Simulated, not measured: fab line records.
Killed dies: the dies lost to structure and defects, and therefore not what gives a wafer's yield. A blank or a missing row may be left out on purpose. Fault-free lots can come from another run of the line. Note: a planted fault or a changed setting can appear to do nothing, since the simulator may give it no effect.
Struck lot and sound lot, side by side | flow rit_cmos | 30 out of 202 route steps
Sound: wafers L671.1, L671.3, L671.5. Struck: wafers L683.1, L683.2, L683.6. The cause is given at the end.
Order at every step that has rows: each side's tool, ch and its chambers, its first start. Under that, the readings that differ: sound wafers | struck wafers | difference of the means | sigmas: that difference in standard deviations of wafers without a fault.
alike: readings with means less than 2 such deviations apart, plus words and numbers identical on both sides. not compared: withheld readings, readings lacking a value on some wafer, bounds such as >300 that could conceal the same value, and numbers that have no deviation in the record and whose values overlap.
A row with sigmas, a row that says differs or no value, or rows on one side alone: a step with any of these is where the two part. When numbers do not overlap yet have no deviation, they are printed without sigmas and do not part them. Lack of a reading on every wafer of one side parts them only where that side has two or more wafers.

RIT_FOX2_THK_MEAS_01:
  sound: film_metro-04 at day 2 05:19; struck: film_metro-04 at day 4 20:02
  alike: FOX2_OXIDE_THK
then, 2 steps without rows for these wafers: RIT_FOX2_CLEAN_02 (cleans in dHF, time 180 s); RIT_FOX2_WET_ETCH_03 (etches Si3N4 in H3PO4, target depth 195 nm, time 2762 s).
RIT_FOX2_THK_MEAS_90:
  sound: film_metro-03 at day 2 06:11; struck: film_metro-03 at day 4 20:55
  alike: FIELD_OXIDE_LEFT_1_THK
then, 6 steps without rows for these wafers: RIT_NWELL_HMDS_00 (prime time 60 s); RIT_NWELL_COAT_01 (resist thk 1300 nm); RIT_NWELL_SOFTBAKE_02 (time 60 s); RIT_NWELL_EXPOSE_03 (exposes mask M2, target cd 43900 nm); RIT_NWELL_PEB_04; RIT_NWELL_DEVELOP_05 (develop time 68 s).
RIT_NWELL_OVL_MEAS_06:
  sound: overlay-01 at day 2 07:15; struck: overlay-01 at day 4 21:51
  alike: NWELL_OVL
then, 1 step without rows for these wafers: RIT_NWELL_HARDBAKE_07 (time 120 s).
RIT_NWELL_IMPLANT_08:
  sound on implanter-04 ch 0, day 2 07:32; struck on implanter-04 ch 0, day 4 22:08
  reading            | sound            | struck         | difference | sigmas
  beam_on_s (s)      | 10.05 9.97 10.11 | 7.71 8.24 7.97 | -2.07      | -10
  faraday_current_uA | 158 159 156      | 206 193 199    | +42        | +13
RIT_NWELL_STRIP_09: strips in O2, time 180 s.
  sound on plasma_asher-03 ch 0,1, day 2 07:41; struck on plasma_asher-02 ch 0,1, day 4 22:17
  alike: drypump_motor_current_A
  not compared: rf_hours_counter_h
RIT_NWELL_TW_MEAS_10:
  sound: film_metro-04 at day 2 07:52; struck: film_metro-03 at day 4 22:28
  reading  | sound          | struck         | difference | sigmas
  NWELL_TW | 2184 2178 2201 | 2002 2008 2006 | -182       | -9
then, 6 steps without rows for these wafers: RIT_PWELL_HMDS_00 (prime time 60 s); RIT_PWELL_COAT_01 (resist thk 1300 nm); RIT_PWELL_SOFTBAKE_02 (time 60 s); RIT_PWELL_EXPOSE_03 (exposes mask M3, target cd 43700 nm); RIT_PWELL_PEB_04; RIT_PWELL_DEVELOP_05 (develop time 68 s).
RIT_PWELL_OVL_MEAS_06:
  sound: overlay-02 at day 2 08:48; struck: overlay-01 at day 4 23:25
  alike: PWELL_OVL
then, 2 steps without rows for these wafers: RIT_PWELL_HARDBAKE_07 (time 120 s); RIT_PWELL_IMPLANT_08.
RIT_PWELL_STRIP_09: strips in O2, time 180 s.
  sound on plasma_asher-04 ch 0, day 2 09:14; struck on plasma_asher-02 ch 0,1, day 4 23:50
  reading                     | sound       | struck      | difference | sigmas
  drypump_motor_current_A (A) | 4.8 4.8 4.8 | 6.1 6.8 6.8 | +1.8       | +3
  not compared: rf_hours_counter_h
RIT_PWELL_TW_MEAS_10:
  sound: film_metro-04 at day 2 09:25; struck: film_metro-03 at day 5 00:01
  alike: PWELL_TW
then, 1 step without rows for these wafers: RIT_WELLDRIVE_ANNEAL_00 (time 14700 s).
RIT_WELLDRIVE_RS_MEAS_01: uses a four-point probe to measure.
  sound: film_metro-03 at day 2 15:19; struck: film_metro-01 at day 5 05:10
  reading           | sound             | struck            | difference | sigmas
  NWELL_RS (ohm/sq) | 274.0 274.9 275.1 | 317.3 317.0 316.9 | +42.4      | +62
RIT_WELLDRIVE_RS_MEAS_02: uses a four-point probe to measure.
  sound: film_metro-03 at day 2 15:26; struck: film_metro-01 at day 5 05:17
  alike: PWELL_RS
RIT_M1_PROBE_99:
  sound: prober-01 at day 3 21:40; struck: prober-01 at day 6 11:57
  reading                                 | sound                | struck               | difference | sigmas
  model.etest.nwell_pinched.rs_ohm_sq     | 343.1 338.1 338.7    | 379.4 391.1 391.9    | +47.5      |
  model.etest.well_edge_left.line_ohm_um  | 183.1 179.3 183.6    | 216.3 213.8 212.8    | +32.3      |
  model.etest.well_edge_right.line_ohm_um | 183.3 179.6 182.6    | 213.6 215.1 213.9    | +32.4      |
  model.etest.pmos_0p3.drive_ua_um        | 101.9 99.65 104.9    | 108.5 110.4 106.1    | +6.2       |
  model.etest.pmos_narrow.drive_ua_um     | 102.6 100.4 104.2    | 106.4 109.7 104.7    | +4.5       |
  model.etest.field_p_metal.vt_v (V)      | -28.29 -28.05 -28.34 | -26.04 -26.25 -26.05 | +2.11      |
  model.etest.field_p.vt_v (V)            | -12.75 -12.6 -12.63  | -11.2 -11.17 -11.29  | +1.4       |
  alike: killed_at_front_end, killed_dies, killed_open, killed_short
  not compared: model.etest.pmos_0p3.r_on_ohm_um

== WHERE THEY PART ==
Earliest at RIT_NWELL_IMPLANT_08; latest, in this record, at RIT_WELLDRIVE_RS_MEAS_01. Later steps at which nothing parts them and some readings are alike: RIT_WELLDRIVE_RS_MEAS_02, RIT_M1_PROBE_99.

WHY: what had been put in by the simulator
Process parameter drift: implanter-04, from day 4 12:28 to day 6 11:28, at RIT_NWELL_IMPLANT_08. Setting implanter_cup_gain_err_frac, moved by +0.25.
